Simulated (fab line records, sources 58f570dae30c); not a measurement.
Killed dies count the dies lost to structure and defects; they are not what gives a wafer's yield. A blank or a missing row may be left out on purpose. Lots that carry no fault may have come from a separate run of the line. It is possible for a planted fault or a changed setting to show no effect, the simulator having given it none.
Chamber matching ; flow berkeley cmos170 ; UCB170_CONTACT_CLEAN_20 on wet bench-04 has 4 sister chambers
The step cleans in SPM, time 600 s. 8 wafers are shown with their chamber, then 7 later ones without.

## WAFERS WITH THEIR CHAMBER
wafer;chamber;bath guard temp C (C)
L467.3;3;120.2
L467.5;3;119.7
L469.4;0;119.7
L469.6;0;120.3
L483.2;1;120.3
L483.5;1;119.9
L487.3;2;119.7
L487.4;2;119.8

## WAFERS WITHOUT THEIR CHAMBER
wafer;bath guard temp C (C)
L487.6;120.0
L488.1;119.6
L488.2;120.0
L488.5;119.5
L490.1;119.6
L490.2;120.1
L490.4;120.2

## WHICH CHAMBER EACH ONE RAN IN
wafer;from the rows above;in truth
L487.6;can't be placed: 0 or 3 or 1 or 2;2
L488.1;can't be placed: 2 or 3 or 0 or 1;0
L488.2;can't be placed: 0 or 3 or 1 or 2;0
L488.5;can't be placed: 2 or 3 or 0 or 1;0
L490.1;can't be placed: 2 or 3 or 0 or 1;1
L490.2;can't be placed: 1 or 0 or 3 or 2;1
L490.4;can't be placed: 1 or 0 or 3 or 2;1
Placed correctly: 0 of 7. These rows do not allow placing 7 (true chamber among the candidates in 7). Wrongly placed: 0.
How it was worked out, from the rows above alone: a wafer's distance from a chamber is the root of the sum, over the readings, of the square of ((its reading less the chamber's mean) divided by the reading's scatter). The wafer belongs to the nearest chamber; if the next one is less than 2 further off, it can't be placed. Each chamber's mean is taken over the wafers shown for it. The scatter: the root of (the sum of the squares of (reading less its chamber's mean) over the shown wafers, divided by (wafers less chambers)).
